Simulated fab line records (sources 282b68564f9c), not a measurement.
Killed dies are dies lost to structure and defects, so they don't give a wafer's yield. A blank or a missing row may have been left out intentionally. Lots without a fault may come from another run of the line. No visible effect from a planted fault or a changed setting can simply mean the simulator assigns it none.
Which tool was responsible? ; flow rit-cmos ; Sampling: 14 lots, 42 wafers, 2 of 202 route steps

== WHAT THE GAUGES SHOWED, per wafer ==
The record holds no reading of a measuring or inspecting step that can be judged against a usual standard deviation.

== WHAT TOOL EACH LOT RAN ON (gives the tool, then ch and the chambers of the sampled wafers, and finally the start) ==
lot;RIT_GATE_ETCH_19;RIT_M1_PROBE_99
L918;rie-si-01 ch 0,1,3, day 2 20:16;prober-01, day 3 17:18
L919;rie-si-02 ch 2,3, day 3 01:28;-
L922;rie-si-01 ch 2,3, day 3 21:05;-
L923;rie-si-02 ch 1,3, day 4 03:29;-
L924;rie-si-01 ch 1,2, day 4 08:44;-
L926;rie-si-01 ch 2,3, day 4 12:42;-
L927;rie-si-02 ch 0,1, day 4 19:14;-
L929;rie-si-02 ch 0,1,3, day 5 04:38;-
L930;rie-si-01 ch 0,1, day 5 10:46;-
L931;rie-si-02 ch 0,2,3, day 5 14:33;-
L932;rie-si-01 ch 0,2, day 5 16:16;prober-01, day 6 13:28
L933;rie-si-02 ch 0,2,3, day 5 22:20;prober-02, day 6 18:50
L934;rie-si-01 ch 0,3, day 6 00:37;prober-01, day 6 22:50
L941;rie-si-02 ch 0,1,3, day 7 14:43;prober-02, day 8 11:49
- RIT_GATE_ETCH_19: etches poly-Si in SF6/CHF3/O2, stops on SiO2, time 165 s, target depth 312.5 nm.
- RIT_M1_PROBE_99

== WHAT THE TOOLS THEMSELVES READ (means of the sampled wafers that have a number; where no wafer has one, the mark that the record gives instead) ==
RIT_GATE_ETCH_19. Usual: O2_flow_sccm 5.003 sccm, standard deviation 0.014; drypump-motor-current-A 5.6 A, standard deviation 0.34; oes-product-au 0.847 a.u., standard deviation 0.013; run-length-s 193.1 s, standard deviation 0.4; throttle-valve-pct 10.26 %, standard deviation 0.16.
lot;tool;O2_flow_sccm (sccm);drypump-motor-current-A (A);oes-product-au (a.u.);run-length-s (s);throttle-valve-pct (%);flag
L918;rie-si-01;5.012;5.6;0.854;193.0;10.13;
L919;rie-si-02;5.004;6.0;0.848;193.1;10.44;
L922;rie-si-01;5.005;5.7;0.854;193.6;10.24;
L923;rie-si-02;4.994;5.8;0.848;192.9;10.41;
L924;rie-si-01;4.992;5.7;0.864;193.2;10.31;
L926;rie-si-01;5.012;5.5;0.852;193.5;10.15;
L927;rie-si-02;5.007;5.1;0.848;192.9;10.28;
L929;rie-si-02;4.983;5.4;0.858;193.1;10.37;
L930;rie-si-01;5.019;5.7;0.835;192.9;10.10;
L931;rie-si-02;5.004;5.7;0.840;193.2;10.39;
L932;rie-si-01;5.005;5.7;0.701;239.2;10.08;OFF
L933;rie-si-02;4.997;5.6;0.840;193.0;10.41;
L934;rie-si-01;4.998;5.6;0.704;238.9;10.02;OFF
L941;rie-si-02;5.014;5.4;0.849;193.1;10.38;

RIT_M1_PROBE_99. Usual: killed-at-contacts 0.1, standard deviation 0.37; killed-at-front-end 6.9, standard deviation 2.9; killed-dies 7.1, standard deviation 2.9; killed-open 3.3, standard deviation 1.8; killed-short 3.6, standard deviation 2.2.
lot;tool;killed-at-contacts;killed-at-front-end;killed-dies;killed-open;killed-short;flag
L918;prober-01;0.0;7.0;7.0;3.3;3.7;
L932;prober-01;0.0;5.0;5.0;2.3;2.7;
L933;prober-02;0.0;6.0;6.0;3.7;2.3;
L934;prober-01;0.0;7.0;7.0;4.0;3.0;
L941;prober-02;0.0;6.7;6.7;2.7;4.0;

== THE ANSWER, worked out from the rows above alone ==
Rule: a lot counts as off when the mean over its wafers that have a number is more than 3 standard deviations away from the usual mean. Also off: a lot with no number at a reading for which 4 or more lots have one. The other lots that the step has rows for count as sound. Order of review: gauges by route order, followed by the tools' own readings, for which a lot's mean as printed above is used. The first step at which some lot is off is used, and at that step the reading that is off furthest; a lot without a number counts as furthest.
Off: L932, L934 (RIT_GATE_ETCH_19, run-length-s).
If a tool, at that step or one of the process steps before it, ran each lot that is off and ran no sound lot following the first of them, it fits. One fits: rie-si-01 at RIT_GATE_ETCH_19. Its last sound lot is L930 (day 5 10:46), its first lot that is off L932 (day 5 16:16): a fault that began between those two fits.
The tool's own readings at RIT_GATE_ETCH_19 bear it out: on the lots that are off they differ by more than 5 times the standard deviation of the sound lots' means. oes-product-au reads 0.702 a.u. there against 0.849 a.u. on the sound lots; run-length-s reads 239.1 s there against 193.1 s on the sound lots.

== WHAT HAD BEEN PUT IN BY THE SIMULATOR ==
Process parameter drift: rie-si-01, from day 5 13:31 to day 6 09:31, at RIT_GATE_ETCH_19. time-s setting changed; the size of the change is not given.
Shown lots that were struck: L932, L934. Same finding as the rule above.
